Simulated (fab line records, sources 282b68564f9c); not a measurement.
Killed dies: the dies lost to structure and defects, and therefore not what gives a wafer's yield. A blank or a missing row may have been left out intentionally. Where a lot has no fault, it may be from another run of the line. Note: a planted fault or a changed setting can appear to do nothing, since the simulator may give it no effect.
Problem report, 8D (eight disciplines) form, completed by code :: flow rit-cmos :: the parts of the form that need people (team, actions taken, sign-off) are left out

## 1. THE PROBLEM
Mean FOX1_OXIDE_THK at RIT_FOX1_THK_MEAS_01: 383 nm over 6 wafers in 2 lots; fault-free wafers: 345 nm, standard deviation 5.8. Measured from the usual mean, that is +6.6 standard deviations.
First seen on wafer L779.1, day 3 12:37, on film-metro-02. At this step, 39 wafers from 13 lots have a number in the record. By rule, "out" or "out of limits" means more than 4 standard deviations away from the usual mean. All remaining wafers that have a number are taken as sound.

## 2. WHAT IT IS; WHAT IT IS NOT
question: which readings at this step
is: FOX1_OXIDE_THK
is not: -

question: which lots
is: L779, L780
is not: L771, L772, L773, L774, L775, L776, L777, L778, L789, L793, L794

question: which wafers of those lots
is: all that have a number
is not: -

question: read on which gauges
is: film-metro-02, film-metro-04
is not: film-metro-03

question: when
is: from day 3 12:37
is not: up to then (24 sound wafers); but 9 sound wafers of L789, L793, L794 came after

## 3. SUSPECTS, AND WHAT RULES EACH OUT
Counting: a tool at any process step up to the reading remains a suspect when it ran all the lots that are out and ran no sound lot after the first of those.
- the gauge at RIT_FOX1_THK_MEAS_01 has been ruled out. The wafers that are out were read on 2 gauges (film-metro-02, film-metro-04).
- furnace-04 at RIT_FOX1_OXIDATION_00 (target thk 350.7 nm, ox time 1130 s): kept. It ran every lot that is out, first L779 (day 3 11:18), and no sound lot after that; its last sound lot up to then is L777 (day 2 23:41). Out on those wafers are its own readings of spike-tc-centre-C, spike-tc-load-C, spike-tc-source-C, tube-center-temp-C, tube_center_temp_C_max.
Remaining after the count: furnace-04 at RIT_FOX1_OXIDATION_00.

## 4. THE CAUSE (what the simulator had put in)
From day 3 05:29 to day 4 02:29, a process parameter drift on furnace-04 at RIT_FOX1_OXIDATION_00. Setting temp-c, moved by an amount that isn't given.
Only this tool survived the counting.

## 5. THE EFFECT CHAIN, in route order
Each row: a reading where the mean over the struck wafers with a number is more than 3 standard deviations away from the usual. Readings are gone through only where the record gives a usual standard deviation; hours: the median, over the lots, of the time from a lot's start at the first step in this table giving one to that lot's start at this step; sigmas: the change measured in usual standard deviations.
hours: 0
step: RIT_FOX1_OXIDATION_00
reading: spike-tc-centre-C
usual: 1102.1 C
on struck wafers: 1127.3
change: +25.2
sigmas: +25

hours: 0
step: RIT_FOX1_OXIDATION_00
reading: spike-tc-load-C
usual: 1127.9 C
on struck wafers: 1152.8
change: +24.9
sigmas: +21

hours: 0
step: RIT_FOX1_OXIDATION_00
reading: spike-tc-source-C
usual: 1125.7 C
on struck wafers: 1151.0
change: +25.3
sigmas: +15

hours: 0
step: RIT_FOX1_OXIDATION_00
reading: tube-center-temp-C
usual: 1100 C
on struck wafers: 1125
change: +25
sigmas: +99 or more

hours: 0
step: RIT_FOX1_OXIDATION_00
reading: tube_center_temp_C_max
usual: 1102.8
on struck wafers: 1127.8
change: +25.0
sigmas: +57

hours: 1
step: RIT_FOX1_THK_MEAS_01
reading: FOX1_OXIDE_THK
usual: 345 nm
on struck wafers: 383
change: +38
sigmas: +6.6
Process steps it contains:
- RIT_FOX1_OXIDATION_00: target thk 350.7 nm, ox time 1130 s.
Later measuring or inspecting steps at which every struck wafer that the step has a row for has a number for every such reading, and none has moved that far: RIT_FOX2_THK_MEAS_90, RIT_PWELL_TW_MEAS_10.

## 6. HOW IT WOULD HAVE BEEN CAUGHT EARLIER
Counted from the fault's start at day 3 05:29, it took 7 hours until the first out-of-limits reading at a measuring or inspecting step in this record, taken at day 3 12:37.
At RIT_FOX1_OXIDATION_00, the tool's own readings (spike-tc-centre-C, spike-tc-load-C, spike-tc-source-C, tube-center-temp-C, tube_center_temp_C_max) were out on each struck wafer the step has a row for, so an alarm limit on them would have fired on the first such wafer.
Among the 2 lots that are out, L780 began RIT_FOX1_OXIDATION_00 on furnace-04 after day 3 12:37. Putting the tool on hold at that point would have spared it.
